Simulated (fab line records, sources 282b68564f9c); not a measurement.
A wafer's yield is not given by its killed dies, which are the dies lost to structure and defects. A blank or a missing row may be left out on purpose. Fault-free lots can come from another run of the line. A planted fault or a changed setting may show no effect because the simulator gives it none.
Which tool was responsible? -- flow ritCmos -- 14 lots with 42 wafers sampled at 2 steps, on a route of 202 steps

== WHAT EACH GAUGE READ, for each wafer ==
RIT_ACTIVE_THK_MEAS_04.
lot,measured,on,ACTIVE_NITRIDE_THK (nm)
L967,day 1 16:25,filmMetro-02,150.3 150.5 150.2
L968,day 1 19:41,filmMetro-01,150.4 150.1 151.0
L969,day 1 23:56,filmMetro-04,151.5 150.8 151.0
L970,day 2 04:58,filmMetro-02,150.5 150.6 150.0
L971,day 2 10:04,filmMetro-04,151.1 149.7 149.1
L972,day 2 15:20,filmMetro-04,148.4 147.4 147.7
L973,day 2 20:40,filmMetro-02,149.7 149.1 150.2
L974,day 3 01:10,filmMetro-04,150.2 150.4 150.9
L976,day 3 12:46,filmMetro-01,119.4 121.4 120.3
L980,day 4 06:32,filmMetro-04,121.0 121.9 121.8
L984,day 5 07:40,filmMetro-04,151.1 152.2 150.8
L985,day 5 07:40,filmMetro-01,150.2 150.3 150.0
L987,day 5 21:16,filmMetro-02,144.5 144.4 145.7
L990,day 6 08:34,filmMetro-01,150.2 150.1 149.5

== WHAT TOOL EACH LOT RAN ON (gives the tool, then ch and the chambers of the sampled wafers, and finally the start) ==
lot,RIT_ACTIVE_CVD_03
L967,"lpcvd-01 ch 0, day 1 15:01"
L968,"lpcvd-02 ch 1, day 1 18:16"
L969,"lpcvd-02 ch 1, day 1 22:30"
L970,"lpcvd-02 ch 1, day 2 03:32"
L971,"lpcvd-01 ch 0, day 2 08:38"
L972,"lpcvd-02 ch 1, day 2 13:55"
L973,"lpcvd-01 ch 1, day 2 19:14"
L974,"lpcvd-01 ch 1, day 2 23:43"
L976,"lpcvd-01 ch 1, day 3 11:19"
L980,"lpcvd-01 ch 0, day 4 05:07"
L984,"lpcvd-02 ch 0, day 5 06:14"
L985,"lpcvd-02 ch 0, day 5 06:14"
L987,"lpcvd-02 ch 1, day 5 19:08"
L990,"lpcvd-02 ch 0, day 6 07:07"
- RIT_ACTIVE_CVD_03: deposits Si3N4 from SiH2Cl2/NH3, target thk 150 nm, time 1500 s.

== WHAT THE TOOLS THEMSELVES READ (means of the sampled wafers that have a number; where no wafer has one, the mark that the record gives instead) ==
RIT_ACTIVE_CVD_03.
lot,tool,pressureMtorr (mTorr),spikeTcCentreC (C)
L967,lpcvd-01,299.7,813.3
L968,lpcvd-02,300.1,813.3
L969,lpcvd-02,300.7,812.8
L970,lpcvd-02,300.2,813.1
L971,lpcvd-01,299.6,812.6
L972,lpcvd-02,300.1,813.1
L973,lpcvd-01,299.2,813.2
L974,lpcvd-01,299.2,813.0
L976,lpcvd-01,149.7,813.7
L980,lpcvd-01,150.2,813.7
L984,lpcvd-02,300.6,814.0
L985,lpcvd-02,300.1,813.8
L987,lpcvd-02,300.4,812.8
L990,lpcvd-02,299.2,813.5

== THE ANSWER, worked out from the rows above alone ==
Rule: the usual values come from the lots themselves. The widest of any qualifying gaps counts: lots, ordered by their means at a reading, are off when they make up no more than a third of the lots, leave a main group of 4 or more, and stand apart from it by 3 or more times the standard deviation of that group's means. If all means in a main group match to the digits the tables above print for the reading, that group is not used. Also off: a lot with no number at a reading for which 4 or more lots have one. The other lots that the step has rows for count as sound. Order of review: gauges by route order, followed by the tools' own readings, for which a lot's mean as printed above is used. The first step at which some lot is off is used, and at that step the reading that is off furthest; a lot without a number counts as furthest.
Off: L976, L980, seen at RIT_ACTIVE_THK_MEAS_04 (ACTIVE_NITRIDE_THK). Mean 149.7 nm and standard deviation 1.7 in the main group.
If a tool, at a process step before that reading, ran all the lots that are off and no sound lot after the first of them, it fits. Not tried: the gauges at RIT_ACTIVE_THK_MEAS_04; whatever is off there is also off at RIT_ACTIVE_CVD_03, on other tools, and gauge error can't account for it. One candidate fits, namely lpcvd-01 at RIT_ACTIVE_CVD_03. A fault onset in the window from L974 (day 2 23:43, its last sound lot) to L976 (day 3 11:19, its first lot off) fits.
On the lots that are off, the tool's own readings at RIT_ACTIVE_CVD_03 differ by more than 5 times the standard deviation of the sound lots' means, which bears it out; pressureMtorr reads 149.9 mTorr there versus 299.9 mTorr on the sound lots.

== WHAT HAD BEEN PUT IN BY THE SIMULATOR ==
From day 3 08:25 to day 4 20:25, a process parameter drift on lpcvd-01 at RIT_ACTIVE_CVD_03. The setting pressureMtorr was moved by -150, starting from 300. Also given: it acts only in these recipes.
Lots struck among those shown: L976, L980. The rule above found the same.
